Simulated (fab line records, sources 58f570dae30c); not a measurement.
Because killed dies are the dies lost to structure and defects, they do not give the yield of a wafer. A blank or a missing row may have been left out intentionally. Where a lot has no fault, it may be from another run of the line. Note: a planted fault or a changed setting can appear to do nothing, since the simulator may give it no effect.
Which tool is to blame? :: flow berkeleyCmos170 :: 45 wafers from 15 lots sampled at 4 of the route's 331 steps

## WHAT EACH GAUGE READ, for each wafer
UCB170_V1_CD_MEAS_90 targets a cd of 700 nm.
lot: L232
measured: day 7 15:25
on: cdSem-02
cdNm (nm): 696.7 700.5 698.6

lot: L234
measured: day 8 09:41
on: cdSem-02
cdNm (nm): 699.9 699.6 700.0

lot: L240
measured: day 8 16:53
on: cdSem-01
cdNm (nm): 700.5 700.4 700.1

lot: L239
measured: day 8 16:58
on: cdSem-01
cdNm (nm): 699.2 701.3 699.5

lot: L238
measured: day 8 17:09
on: cdSem-02
cdNm (nm): 698.5 699.8 699.8

lot: L236
measured: day 8 17:25
on: cdSem-01
cdNm (nm): 698.8 700.8 701.3

lot: L242
measured: day 9 18:20
on: cdSem-02
cdNm (nm): 701.8 700.1 703.7

lot: L241
measured: day 9 18:52
on: cdSem-01
cdNm (nm): 698.4 698.0 697.3

lot: L244
measured: day 10 07:19
on: cdSem-02
cdNm (nm): 700.0 698.1 698.5

lot: L247
measured: day 10 19:50
on: cdSem-01
cdNm (nm): 700.7 700.2 701.0

lot: L248
measured: day 10 23:08
on: cdSem-01
cdNm (nm): 702.6 702.7 701.1

lot: L249
measured: day 10 23:26
on: cdSem-01
cdNm (nm): 701.2 700.2 700.5

lot: L255
measured: day 12 11:07
on: cdSem-01
cdNm (nm): 700.9 699.8 700.5

lot: L253
measured: day 12 17:34
on: cdSem-02
cdNm (nm): 695.9 697.7 696.5

lot: L254
measured: day 13 00:50
on: cdSem-02
cdNm (nm): 700.9 700.9 700.8

UCB170_V2_OVL_MEAS_13.
lot: L232
measured: day 7 20:26
on: overlay-01
V2_OVL (nm): 5 -1 8

lot: L234
measured: day 8 15:19
on: overlay-02
V2_OVL (nm): -2 7 3

lot: L240
measured: day 8 23:50
on: overlay-02
V2_OVL (nm): -8 4 1

lot: L239
measured: day 9 00:04
on: overlay-01
V2_OVL (nm): 4 10 18

lot: L238
measured: day 9 00:15
on: overlay-02
V2_OVL (nm): -9 2 -5

lot: L236
measured: day 9 00:29
on: overlay-01
V2_OVL (nm): 3 -2 -2

lot: L242
measured: day 9 22:48
on: overlay-01
V2_OVL (nm): -2 -5 -2

lot: L241
measured: day 9 23:44
on: overlay-01
V2_OVL (nm): 1 -2 -5

lot: L244
measured: day 10 14:12
on: overlay-01
V2_OVL (nm): 3 -5 1

lot: L255
measured: day 12 17:42
on: overlay-01
V2_OVL (nm): -1 5 1

lot: L253
measured: day 12 22:32
on: overlay-01
V2_OVL (nm): -5 -5 -12

lot: L254
measured: day 13 07:24
on: overlay-02
V2_OVL (nm): 1 1 -5

## TOOL THAT RAN EACH LOT (tool first, then ch and the chambers of the sampled wafers, then the start)
lot: L232
UCB170_M2_METAL_ETCH_18: rieMetal-01 ch 0, day 7 17:37
UCB170_M2_STRIP_19: plasmaAsher-02 ch 0,1, day 7 17:49

lot: L234
UCB170_M2_METAL_ETCH_18: rieMetal-02 ch 1, day 8 11:55
UCB170_M2_STRIP_19: plasmaAsher-03 ch 0, day 8 12:17

lot: L240
UCB170_M2_METAL_ETCH_18: rieMetal-03 ch 1, day 8 21:10
UCB170_M2_STRIP_19: plasmaAsher-04 ch 0,1, day 8 21:28

lot: L239
UCB170_M2_METAL_ETCH_18: rieMetal-02 ch 0,1, day 8 21:16
UCB170_M2_STRIP_19: plasmaAsher-02 ch 0,1, day 8 21:27

lot: L238
UCB170_M2_METAL_ETCH_18: rieMetal-01 ch 1, day 8 21:42
UCB170_M2_STRIP_19: plasmaAsher-04 ch 0,1, day 8 21:59

lot: L236
UCB170_M2_METAL_ETCH_18: rieMetal-03 ch 1, day 8 21:43
UCB170_M2_STRIP_19: plasmaAsher-03 ch 0, day 8 22:02

lot: L242
UCB170_M2_METAL_ETCH_18: rieMetal-02 ch 0,1, day 9 20:32
UCB170_M2_STRIP_19: plasmaAsher-03 ch 0,1, day 9 20:44

lot: L241
UCB170_M2_METAL_ETCH_18: rieMetal-03 ch 0,1, day 9 21:12
UCB170_M2_STRIP_19: plasmaAsher-03 ch 0, day 9 21:23

lot: L244
UCB170_M2_METAL_ETCH_18: rieMetal-03 ch 0,1, day 10 09:59
UCB170_M2_STRIP_19: plasmaAsher-02 ch 0,1, day 10 10:08

lot: L247
UCB170_M2_METAL_ETCH_18: rieMetal-01 ch 0,1, day 10 22:19
UCB170_M2_STRIP_19: plasmaAsher-03 ch 0,1, day 10 22:29

lot: L248
UCB170_M2_METAL_ETCH_18: rieMetal-02 ch 0,1, day 11 02:50
UCB170_M2_STRIP_19: plasmaAsher-04 ch 0, day 11 03:01

lot: L249
UCB170_M2_METAL_ETCH_18: rieMetal-03 ch 0,1, day 11 03:10
UCB170_M2_STRIP_19: plasmaAsher-03 ch 0,1, day 11 03:19

lot: L255
UCB170_M2_METAL_ETCH_18: rieMetal-01 ch 0,1, day 12 14:25
UCB170_M2_STRIP_19: plasmaAsher-04 ch 0, day 12 14:36

lot: L253
UCB170_M2_METAL_ETCH_18: rieMetal-01 ch 0,1, day 12 19:56
UCB170_M2_STRIP_19: plasmaAsher-04 ch 0,1, day 12 20:05

lot: L254
UCB170_M2_METAL_ETCH_18: rieMetal-03 ch 0,1, day 13 04:40
UCB170_M2_STRIP_19: plasmaAsher-02 ch 0,1, day 13 04:52
- UCB170_M2_METAL_ETCH_18: etches Al in Cl2/BCl3, stops on SiO2, target depth 1170 nm, time 195 s.
- UCB170_M2_STRIP_19: strips in O2.

## WHAT THE TOOLS THEMSELVES READ (means of the sampled wafers that have a number; where no wafer has one, the mark that the record gives instead)
UCB170_M2_METAL_ETCH_18.
lot: L232
tool: rieMetal-01
drypumpMotorCurrentA (A): 5.4
heBacksideLeakSccm (sccm): 3.51
oesProductAu (a.u.): 0.840
throttleValvePct (%): 24.22

lot: L234
tool: rieMetal-02
drypumpMotorCurrentA (A): 6.0
heBacksideLeakSccm (sccm): 3.34
oesProductAu (a.u.): 0.836
throttleValvePct (%): 24.37

lot: L240
tool: rieMetal-03
drypumpMotorCurrentA (A): 6.4
heBacksideLeakSccm (sccm): 3.29
oesProductAu (a.u.): 0.875
throttleValvePct (%): 24.60

lot: L239
tool: rieMetal-02
drypumpMotorCurrentA (A): 5.3
heBacksideLeakSccm (sccm): 3.18
oesProductAu (a.u.): 0.869
throttleValvePct (%): 24.43

lot: L238
tool: rieMetal-01
drypumpMotorCurrentA (A): 5.2
heBacksideLeakSccm (sccm): 3.40
oesProductAu (a.u.): 0.875
throttleValvePct (%): 24.60

lot: L236
tool: rieMetal-03
drypumpMotorCurrentA (A): 6.5
heBacksideLeakSccm (sccm): 3.27
oesProductAu (a.u.): 0.873
throttleValvePct (%): 24.60

lot: L242
tool: rieMetal-02
drypumpMotorCurrentA (A): 5.3
heBacksideLeakSccm (sccm): 3.14
oesProductAu (a.u.): 0.851
throttleValvePct (%): 24.43

lot: L241
tool: rieMetal-03
drypumpMotorCurrentA (A): 5.7
heBacksideLeakSccm (sccm): 3.31
oesProductAu (a.u.): 0.862
throttleValvePct (%): 24.44

lot: L244
tool: rieMetal-03
drypumpMotorCurrentA (A): 5.8
heBacksideLeakSccm (sccm): 3.32
oesProductAu (a.u.): 0.858
throttleValvePct (%): 24.44

lot: L247
tool: rieMetal-01
drypumpMotorCurrentA (A): 5.2
heBacksideLeakSccm (sccm): 3.48
oesProductAu (a.u.): 0.868
throttleValvePct (%): 24.47

lot: L248
tool: rieMetal-02
drypumpMotorCurrentA (A): 5.7
heBacksideLeakSccm (sccm): 3.34
oesProductAu (a.u.): 0.852
throttleValvePct (%): 24.39

lot: L249
tool: rieMetal-03
drypumpMotorCurrentA (A): 6.1
heBacksideLeakSccm (sccm): 3.18
oesProductAu (a.u.): 0.859
throttleValvePct (%): 24.53

lot: L255
tool: rieMetal-01
drypumpMotorCurrentA (A): 5.3
heBacksideLeakSccm (sccm): 3.46
oesProductAu (a.u.): 0.858
throttleValvePct (%): 24.48

lot: L253
tool: rieMetal-01
drypumpMotorCurrentA (A): 5.2
heBacksideLeakSccm (sccm): 3.42
oesProductAu (a.u.): 0.865
throttleValvePct (%): 24.47

lot: L254
tool: rieMetal-03
drypumpMotorCurrentA (A): 5.7
heBacksideLeakSccm (sccm): 3.42
oesProductAu (a.u.): 0.852
throttleValvePct (%): 24.44

UCB170_M2_STRIP_19.
lot: L232
tool: plasmaAsher-02
chamberPressureMTorr (mTorr): 3499.5
drypumpMotorCurrentA (A): 5.93
oesProductAu (a.u.): 0.567

lot: L234
tool: plasmaAsher-03
chamberPressureMTorr (mTorr): 3498.5
drypumpMotorCurrentA (A): 5.44
oesProductAu (a.u.): 0.527

lot: L240
tool: plasmaAsher-04
chamberPressureMTorr (mTorr): 3495.2
drypumpMotorCurrentA (A): 6.08
oesProductAu (a.u.): 0.503

lot: L239
tool: plasmaAsher-02
chamberPressureMTorr (mTorr): 3497.5
drypumpMotorCurrentA (A): 5.93
oesProductAu (a.u.): 0.523

lot: L238
tool: plasmaAsher-04
chamberPressureMTorr (mTorr): 3499.8
drypumpMotorCurrentA (A): 5.96
oesProductAu (a.u.): 0.557

lot: L236
tool: plasmaAsher-03
chamberPressureMTorr (mTorr): 3502.4
drypumpMotorCurrentA (A): 5.46
oesProductAu (a.u.): 0.510

lot: L242
tool: plasmaAsher-03
chamberPressureMTorr (mTorr): 3500.0
drypumpMotorCurrentA (A): 5.39
oesProductAu (a.u.): 0.531

lot: L241
tool: plasmaAsher-03
chamberPressureMTorr (mTorr): 3495.2
drypumpMotorCurrentA (A): 5.43
oesProductAu (a.u.): 0.536

lot: L244
tool: plasmaAsher-02
chamberPressureMTorr (mTorr): 3497.8
drypumpMotorCurrentA (A): 5.79
oesProductAu (a.u.): 0.538

lot: L247
tool: plasmaAsher-03
chamberPressureMTorr (mTorr): -
drypumpMotorCurrentA (A): -
oesProductAu (a.u.): -

lot: L248
tool: plasmaAsher-04
chamberPressureMTorr (mTorr): -
drypumpMotorCurrentA (A): -
oesProductAu (a.u.): -

lot: L249
tool: plasmaAsher-03
chamberPressureMTorr (mTorr): -
drypumpMotorCurrentA (A): -
oesProductAu (a.u.): -

lot: L255
tool: plasmaAsher-04
chamberPressureMTorr (mTorr): 3499.3
drypumpMotorCurrentA (A): 5.83
oesProductAu (a.u.): 0.560

lot: L253
tool: plasmaAsher-04
chamberPressureMTorr (mTorr): 3498.6
drypumpMotorCurrentA (A): 6.05
oesProductAu (a.u.): 0.561

lot: L254
tool: plasmaAsher-02
chamberPressureMTorr (mTorr): 3498.2
drypumpMotorCurrentA (A): 5.79
oesProductAu (a.u.): 0.543

## THE ANSWER, worked out from the rows above alone
Rule: usual is defined by the lots themselves. Put in order of their means at a reading, lots are off if they are a third of the lots or fewer, leave a main group of 4 or more, and stand apart from it by a gap of 3 or more times the standard deviation of the main group's means; of several such gaps the widest counts. Not used: any main group whose means are identical at the precision the tables above print for the reading. Also off: a lot with no number at a reading for which 4 or more lots have one. All remaining lots with rows at the step are treated as sound. After the gauges, taken in route order, come the tools' own readings; for these a lot's mean is taken, as printed above. At the first step where some lot is off, the reading lying furthest off is the one used; lots without a number count as furthest.
Off, at UCB170_M2_STRIP_19 on chamberPressureMTorr: L247, L248, L249. Without a number there: L247, L248, L249. Main group: mean 3498.5 mTorr, sd 1.9.
If a tool, at that step or one of the process steps before it, ran each lot that is off and ran no sound lot following the first of them, it fits. Of those tried, none fits.

## WHAT HAD BEEN PUT IN BY THE SIMULATOR
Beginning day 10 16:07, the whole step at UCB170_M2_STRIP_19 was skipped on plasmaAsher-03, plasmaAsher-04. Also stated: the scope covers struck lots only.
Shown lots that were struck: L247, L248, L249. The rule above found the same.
